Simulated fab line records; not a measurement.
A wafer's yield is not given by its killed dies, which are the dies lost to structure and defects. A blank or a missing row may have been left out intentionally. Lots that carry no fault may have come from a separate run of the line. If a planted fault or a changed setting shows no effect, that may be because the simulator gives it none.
Struck lot and sound lot, side by side :: flow berkeley-cmos170 :: 4 steps out of a route of 331
Sound: wafers L872.1, L872.4, L872.6. Wafers struck: L870.1, L870.2, L870.5. At the end, the cause is stated.
Order at every step that has rows: each side's tool, ch and its chambers, its first start. Under that, the readings that differ: sound wafers :: struck wafers :: difference of the means :: sigmas: that difference in standard deviations of wafers without a fault.
alike: same words and numbers on both sides, and readings whose means sit less than 2 such deviations apart. not compared: any withheld reading, any reading some wafer has no value for, any bound like >300 that may hide the same value, and any number with overlapping values for which the record gives no deviation.
The two part at a step that has a row with sigmas, a row that says differs or no value, or rows on one side only. Numbers that have no deviation but don't overlap get no sigmas and don't part them. Lack of a reading on every wafer of one side parts them only where that side has two or more wafers.

UCB170_START_BOW_MEAS_00:
  sound: film-metro-04 at day 4 18:00; struck: film-metro-01 at day 4 08:00
  alike: INCOMING_BOW
then, 1 step without rows for these wafers: UCB170_START_CLEAN_01 (cleans in dHF, time 60 s).
UCB170_START_OXIDATION_02: target thk 20 nm, ox time 1800 s.
  sound on furnace-03 ch 0, day 4 22:13; struck on furnace-01, day 4 09:24
  no value came back on the struck wafers for ox-temp-c (C), ox-temp-c-max, spike-tc-centre-C (C); on the sound wafers ox-temp-c (C) reads 949.9 949.5 949.5
then, 1 step without rows for these wafers: UCB170_START_ANNEAL_04 (time 1200 s).

== WHERE THEY PART ==
Only at UCB170_START_OXIDATION_02, within this record.

WHY: the cause the simulator had injected
Skipped step whole: furnace-01, from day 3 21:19 on, at UCB170_START_OXIDATION_02. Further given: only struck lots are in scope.
